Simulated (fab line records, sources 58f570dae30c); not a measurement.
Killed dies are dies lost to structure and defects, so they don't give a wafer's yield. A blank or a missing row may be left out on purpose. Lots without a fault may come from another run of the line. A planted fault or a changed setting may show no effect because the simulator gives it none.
Chamber matching | flow berkeley_cmos170 | UCB170_NWELL_ETCH_13 on rie_diel-01: 4 sister chambers
The step etches Si3N4 in CH3F/Ar/O2, stops on SiO2, target depth 246.4 nm, time 154 s. 14 wafers are shown with their chamber, then 7 later ones without.

WAFERS WITH THEIR CHAMBER
wafer  | chamber | drypump_motor_current_A (A) | throttle_valve_pct (%) | oes_product_au (a.u.)
L659.1 | 1       | 5.6                         | 8.21                   | 0.941
L659.5 | 1       | 5.6                         | 8.22                   | 0.943
L659.6 | 0       | 6.0                         | 8.07                   | 0.918
L661.1 | 0       | 6.0                         | 8.08                   | 0.938
L661.3 | 2       | 6.7                         | 8.18                   | 0.954
L661.5 | 3       | 5.7                         | 8.11                   | 0.965
L670.2 | 3       | 5.6                         | 8.11                   | 0.958
L670.4 | 3       | 5.7                         | 8.10                   | 0.969
L670.6 | 2       | 6.8                         | 8.17                   | 0.960
L673.3 | 3       | 5.7                         | 8.10                   | 0.962
L673.4 | 0       | 6.1                         | 8.08                   | 0.938
L673.6 | 2       | 6.7                         | 8.17                   | 0.956
L675.1 | 1       | 5.6                         | 8.22                   | 0.957
L675.3 | 3       | 5.7                         | 8.11                   | 0.971

SIGNATURES (means of the wafers above)
reading                 | chamber 0 | chamber 1 | chamber 2 | chamber 3 | scatter within a chamber
drypump_motor_current_A | 6.033     | 5.600     | 6.733     | 5.680     | 0.0462
throttle_valve_pct      | 8.0767    | 8.2167    | 8.1733    | 8.1060    | 0.00566
oes_product_au          | 0.93133   | 0.94700   | 0.95667   | 0.96500   | 0.0074
Rule: a wafer's distance from a chamber is the root of the sum, over the readings, of the square of ((its reading less the chamber's mean) divided by the reading's scatter). The wafer belongs to the nearest chamber; if the next one is less than 2 further off, it can't be placed. The scatter: the root of (the sum of the squares of (reading less its chamber's mean) over the shown wafers, divided by (wafers less chambers)).

WAFERS WITHOUT THEIR CHAMBER
wafer  | drypump_motor_current_A (A) | throttle_valve_pct (%) | oes_product_au (a.u.)
L675.5 | 6.8                         | 8.18                   | 0.964
L677.1 | 6.8                         | 8.17                   | 0.964
L677.3 | 6.0                         | 8.10                   | 0.929
L677.4 | 5.6                         | 8.10                   | 0.972
L679.1 | 5.7                         | 8.11                   | 0.972
L679.4 | 5.6                         | 8.23                   | 0.957
L679.5 | 5.6                         | 8.22                   | 0.960

WHICH CHAMBER EACH WENT THROUGH
wafer  | from the rows above | in truth
L675.5 | 2                   | 2
L677.1 | 2                   | 2
L677.3 | 0                   | 0
L677.4 | 3                   | 3
L679.1 | 3                   | 3
L679.4 | 1                   | 1
L679.5 | 1                   | 1
Placed correctly: 7 of 7. Can't be placed from these rows: 0. Placed wrongly: 0.
